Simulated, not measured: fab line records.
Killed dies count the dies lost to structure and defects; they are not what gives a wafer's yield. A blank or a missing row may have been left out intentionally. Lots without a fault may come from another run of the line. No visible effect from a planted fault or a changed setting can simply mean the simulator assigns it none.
The tool behind it: which one? + flow rit cmos + Sampling: 14 lots, 42 wafers, 2 of 202 route steps

== WHAT THE GAUGES READ, wafer by wafer ==
RIT_REOX_THK_MEAS_04.
| lot  | measured    | on            | REOX_OXIDE_THK (nm) |
|------|-------------|---------------|---------------------|
| L398 | day 2 23:04 | film metro-01 | 25.4 24.9 24.9      |
| L399 | day 3 03:33 | film metro-01 | 25.0 24.8 25.0      |
| L400 | day 3 11:44 | film metro-01 | 25.2 25.1 24.6      |
| L402 | day 4 00:34 | film metro-04 | 25.8 25.1 25.2      |
| L403 | day 4 02:50 | film metro-01 | 24.4 24.6 24.7      |
| L404 | day 4 05:32 | film metro-01 | 25.7 25.5 25.5      |
| L407 | day 4 23:28 | film metro-02 | 29.4 29.5 29.7      |
| L408 | day 5 03:57 | film metro-04 | 29.7 29.4 29.3      |
| L412 | day 5 19:56 | film metro-01 | 25.9 25.8 25.7      |
| L413 | day 6 01:08 | film metro-04 | 25.3 24.8 25.1      |
| L414 | day 6 06:25 | film metro-01 | 24.8 24.7 24.9      |
| L416 | day 6 20:17 | film metro-01 | 24.8 25.4 25.3      |
| L417 | day 7 01:49 | film metro-01 | 25.5 25.4 25.8      |
| L420 | day 7 17:22 | film metro-02 | 24.6 24.6 24.3      |

== TOOL THAT RAN EACH LOT (tool first, then ch and the chambers of the sampled wafers, then the start) ==
| lot  | RIT_REOX_OXIDATION_03        |
|------|------------------------------|
| L398 | furnace-04 ch 0, day 2 20:31 |
| L399 | furnace-04 ch 0, day 3 00:59 |
| L400 | furnace-03 ch 0, day 3 09:10 |
| L402 | furnace-01 ch 0, day 3 22:01 |
| L403 | furnace-03 ch 0, day 4 00:17 |
| L404 | furnace-01 ch 0, day 4 02:58 |
| L407 | furnace-01 ch 0, day 4 20:55 |
| L408 | furnace-01 ch 0, day 5 01:24 |
| L412 | furnace-03 ch 0, day 5 17:23 |
| L413 | furnace-04 ch 0, day 5 22:34 |
| L414 | furnace-03 ch 0, day 6 03:52 |
| L416 | furnace-03 ch 0, day 6 17:44 |
| L417 | furnace-04 ch 0, day 6 23:16 |
| L420 | furnace-03 ch 0, day 7 14:47 |
- RIT_REOX_OXIDATION_03: target thk 25.2 nm, ox time 5580 s.

== AS READ BY THE TOOLS THEMSELVES (means over the sampled wafers that have a number; for cases with no such wafer, the mark the record gives instead) ==
RIT_REOX_OXIDATION_03.
| lot  | tool       | spike tc centre C (C) | spike tc load C (C) | spike tc source C (C) | tube center temp C (C) | tube_center_temp_C_max |
|------|------------|-----------------------|---------------------|-----------------------|------------------------|------------------------|
| L398 | furnace-04 | 903.0                 | 927.1               | 915                   | 900                    | 902.5                  |
| L399 | furnace-04 | 902.6                 | 926.2               | 915                   | 900                    | 901.8                  |
| L400 | furnace-03 | 900.5                 | 925.6               | 923                   | 900                    | 902.5                  |
| L402 | furnace-01 | 902.3                 | 924.5               | 923                   | 900                    | 902.3                  |
| L403 | furnace-03 | 902.3                 | 925.2               | 922                   | 900                    | 902.4                  |
| L404 | furnace-01 | 902.3                 | 925.0               | 922                   | 900                    | 902.0                  |
| L407 | furnace-01 | 917.3                 | 939.2               | 939                   | 915                    | 917.4                  |
| L408 | furnace-01 | 916.7                 | 939.2               | 938                   | 915                    | 917.1                  |
| L412 | furnace-03 | 902.4                 | 925.2               | 922                   | 900                    | 902.2                  |
| L413 | furnace-04 | 903.3                 | 927.8               | 915                   | 900                    | 902.0                  |
| L414 | furnace-03 | 901.3                 | 925.2               | 922                   | 900                    | 902.2                  |
| L416 | furnace-03 | 900.8                 | 925.5               | 923                   | 900                    | 902.0                  |
| L417 | furnace-04 | 903.0                 | 926.3               | 915                   | 900                    | 902.4                  |
| L420 | furnace-03 | 901.9                 | 925.9               | 923                   | 900                    | 901.9                  |

== THE ANSWER, worked out from the rows above alone ==
Rule: the usual values come from the lots themselves. The widest of any qualifying gaps counts: lots, ordered by their means at a reading, are off when they make up no more than a third of the lots, leave a main group of 4 or more, and stand apart from it by 3 or more times the standard deviation of that group's means. If all means in a main group match to the digits the tables above print for the reading, that group is not used. Also off: a lot with no number at a reading for which 4 or more lots have one. Any other lot the step has rows for is counted as sound. Order of review: gauges by route order, followed by the tools' own readings, for which a lot's mean as printed above is used. The first step at which some lot is off is used, and at that step the reading that is off furthest; a lot without a number counts as furthest.
Off: L407, L408, at RIT_REOX_THK_MEAS_04 (REOX_OXIDE_THK). Mean 25.1 nm and standard deviation 0.39 in the main group.
If a tool, at a process step before that reading, ran all the lots that are off and no sound lot after the first of them, it fits. Not tried: the gauges at RIT_REOX_THK_MEAS_04; whatever is off there is also off at RIT_REOX_OXIDATION_03, on other tools, and gauge error can't account for it. One fits: furnace-01 at RIT_REOX_OXIDATION_03. A fault onset in the window from L404 (day 4 02:58, its last sound lot) to L407 (day 4 20:55, its first lot off) fits.
The tool's own readings at RIT_REOX_OXIDATION_03 bear it out: on the lots that are off they differ by more than 5 times the standard deviation of the sound lots' means. spike tc centre C reads 917.0 C there against 902.1 C on the sound lots; spike tc load C reads 939.2 C there against 925.8 C on the sound lots; spike tc source C reads 938 C there against 920 C on the sound lots; tube center temp C reads 915 C there against 900 C on the sound lots; tube_center_temp_C_max reads 917.2 there against 902.2 on the sound lots.

== WHAT THE SIMULATOR HAD INSERTED ==
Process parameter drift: furnace-01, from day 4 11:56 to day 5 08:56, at RIT_REOX_OXIDATION_03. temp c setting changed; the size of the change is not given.
Struck lots among those shown: L407, L408. The rule above found the same.
